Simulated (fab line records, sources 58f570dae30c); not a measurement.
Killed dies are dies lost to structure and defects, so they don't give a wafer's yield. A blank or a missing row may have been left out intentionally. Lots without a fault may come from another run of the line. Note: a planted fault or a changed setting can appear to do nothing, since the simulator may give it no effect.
Split-lot trial	flow berkeleyCmos170	23 wafers read across 5 lots, on a route 331 steps long

THE SPLIT ITSELF
At UCB170_WELLDRIVE_OXIDATION_01 (target thk 199 nm, ox time 9000 s), the setting tempC was moved away from the recipe's 1100 C on 20 of the 23 wafers read, by -2.3% to +1.9%. This setting was run at the recipe's value on the other wafers.

Between the split and the reading, the file records no step.

THE READING
WELLDRIVE_OXIDE_THK (nm), taken at UCB170_WELLDRIVE_THK_MEAS_02. A value of 196 nm with a standard deviation of 4.4 nm is what fault-free wafers of this fab line usually give.

wafer	tool, chamber at the split	tempC as run, C	against the recipe	WELLDRIVE_OXIDE_THK, nm	against lot-mates on the recipe
L074.2	-, -	1121	+1.9%	215	no lot-mate on the recipe
L074.3	-, -	1121	+1.9%	221	no lot-mate on the recipe
L074.4	-, -	1121	+1.9%	222	no lot-mate on the recipe
L074.5	-, -	1121	+1.9%	221	no lot-mate on the recipe
L074.6	-, -	1121	+1.9%	220	no lot-mate on the recipe
L075.1	furnace-01, 0	1100	recipe	192	-
L075.2	furnace-01, 0	1100	recipe	189	-
L075.4	furnace-01, 0	1100	recipe	194	-
L080.1	-, -	1120	+1.8%	219	no lot-mate on the recipe
L080.2	-, -	1120	+1.8%	218	no lot-mate on the recipe
L080.4	-, -	1120	+1.8%	216	no lot-mate on the recipe
L080.5	-, -	1120	+1.8%	219	no lot-mate on the recipe
L080.6	-, -	1120	+1.8%	218	no lot-mate on the recipe
L083.1	-, -	1075	-2.3%	167	no lot-mate on the recipe
L083.3	-, -	1075	-2.3%	169	no lot-mate on the recipe
L083.4	-, -	1075	-2.3%	166	no lot-mate on the recipe
L083.5	-, -	1075	-2.3%	162	no lot-mate on the recipe
L083.6	-, -	1075	-2.3%	165	no lot-mate on the recipe
L084.1	-, -	1118	+1.6%	215	no lot-mate on the recipe
L084.2	-, -	1118	+1.6%	213	no lot-mate on the recipe
L084.3	-, -	1118	+1.6%	213	no lot-mate on the recipe
L084.4	-, -	1118	+1.6%	210	no lot-mate on the recipe
L084.6	-, -	1118	+1.6%	212	no lot-mate on the recipe

THE FIT
A straight line over all 23 wafers: WELLDRIVE_OXIDE_THK changes by +12.7 nm for each +1% of tempC; r = +0.99; the points scatter about the line by 2.7 nm.
Too few moved wafers have a lot-mate on the recipe to fit a line with each lot's own level taken away.

THE WHOLE CHAIN: every reading that the file lists as answering this split, in the file's order
step	what it does	reading	change (the file's fit)	r (the file's)
UCB170_WELLDRIVE_OXIDATION_01	target thk 199 nm, ox time 9000 s	SiO2_of_WELLDRIVE_OXIDATION_01.thkNm (the simulator's own value, which no gauge read)	+12.7 nm for each +1% of the setting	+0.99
UCB170_WELLDRIVE_THK_MEAS_02		WELLDRIVE_OXIDE_THK	+12.7 for each +1% of the setting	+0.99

THE FILE'S OWN FIT
WELLDRIVE_OXIDE_THK changes by +12.7 nm for each +1% of tempC, r = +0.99.
